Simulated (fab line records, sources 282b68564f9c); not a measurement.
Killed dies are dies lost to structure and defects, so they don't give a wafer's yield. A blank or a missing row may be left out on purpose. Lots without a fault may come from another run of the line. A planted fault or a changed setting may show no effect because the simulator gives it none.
A struck lot beside a sound one | flow rit_cmos | 16 steps out of a route of 202
Sound: wafers L852.2, L852.3, L852.4. Struck: wafers L858.1, L858.2, L858.3. The cause comes at the end.
At each step with rows: each side's tool, then ch and its chambers, then its first start. Under that, the readings that differ: sound wafers | struck wafers | difference of the means | sigmas: that difference in standard deviations of wafers without a fault.
alike: readings whose means differ by less than 2 such deviations, and words and numbers that are the same on both sides. not compared: withheld readings, readings that some wafer has no value for, bounds like >300 that may hide the same value, and numbers for which the record gives no deviation and whose values overlap.
The two part at a step that has a row with sigmas, a row that says differs or no value, or rows on one side only. Numbers that don't overlap but have no deviation are shown without sigmas and don't part them. A reading that every wafer of one side lacks parts them only if that side has two wafers or more.

RIT_M1_SPUTTER_00: material Al, target thk 400 nm, time 500 s.
  sound on pvd_sputter-04, day 6 05:48; struck on pvd_sputter-04, day 8 02:49
  alike: cathode_dc_power_W, throttle_valve_pct
RIT_M1_RS_MEAS_01: measures by four-point-probe.
  sound on film_metro-02, day 6 06:07; struck on film_metro-03, day 8 03:07
  alike: M1_AL_RS
RIT_M1_THK_MEAS_02: measures by xrf.
  sound on film_metro-02, day 6 06:14; struck on film_metro-03, day 8 03:14
  alike: M1_AL_THK
then, 6 steps without rows for these wafers: RIT_M1_HMDS_03 (prime time 60 s); RIT_M1_COAT_04 (resist thk 1300 nm); RIT_M1_SOFTBAKE_05 (time 60 s); RIT_M1_EXPOSE_06 (exposes mask M12, target cd 2600 nm); RIT_M1_PEB_07; RIT_M1_DEVELOP_08 (develop time 68 s).
RIT_M1_CD_MEAS_09: target cd 2600 nm.
  sound on cd_sem-01, day 6 07:18; struck on cd_sem-02, day 8 04:10
  alike: cd_nm
RIT_M1_OVL_MEAS_10:
  sound on overlay-02, day 6 07:25; struck on overlay-01, day 8 04:17
  alike: M1_OVL
then, 1 step without rows for these wafers: RIT_M1_HARDBAKE_11 (time 120 s).
RIT_M1_METAL_ETCH_12: etches Al in Cl2/BCl3, stops on SiO2, time 165 s, target depth 600 nm.
  sound on rie_metal-03 ch 1, day 6 07:44; struck on rie_metal-03 ch 1, day 8 04:40
  reading                                  | sound             | struck            | difference | sigmas
  model.NOVOLAK_of_M1_COAT_04.thk_nm (nm)  | 807.5 806.6 804.3 | 915.8 913.2 913.4 | +108.0     |
  model.M1.feature_depth_nm (nm)           | 435.5 433.7 436.2 | 405.8 424.6 427.9 | -15.7      |
  model.SiO2_of_CONTACT_CVD_00.thk_nm (nm) | 364.4 369.5 367.6 | 372.3 376.5 377.2 | +8.2       |
  alike: drypump_motor_current_A, oes_product_au, throttle_valve_pct
  not compared: rf_hours_counter_h
then, 1 step without rows for these wafers: RIT_M1_STRIP_13 (strips in nmp, time 600 s).
RIT_M1_STRIP_14: strips in O2, time 180 s.
  sound on plasma_asher-03 ch 0,1, day 6 08:12; struck on plasma_asher-01 ch 0,1, day 8 05:10
  alike: drypump_motor_current_A
  not compared: rf_hours_counter_h
RIT_M1_CD_MEAS_90: target cd 2600 nm.
  sound on cd_sem-01, day 6 08:25; struck on cd_sem-01, day 8 05:21
  reading    | sound                | struck               | difference | sigmas
  cd_nm (nm) | 2599.7 2600.9 2600.0 | 2607.6 2606.9 2606.1 | +6.7       | +3
  not compared: hold

WHERE THEY PART
Only at RIT_M1_CD_MEAS_90, within this record.

WHY: what the simulator had put in
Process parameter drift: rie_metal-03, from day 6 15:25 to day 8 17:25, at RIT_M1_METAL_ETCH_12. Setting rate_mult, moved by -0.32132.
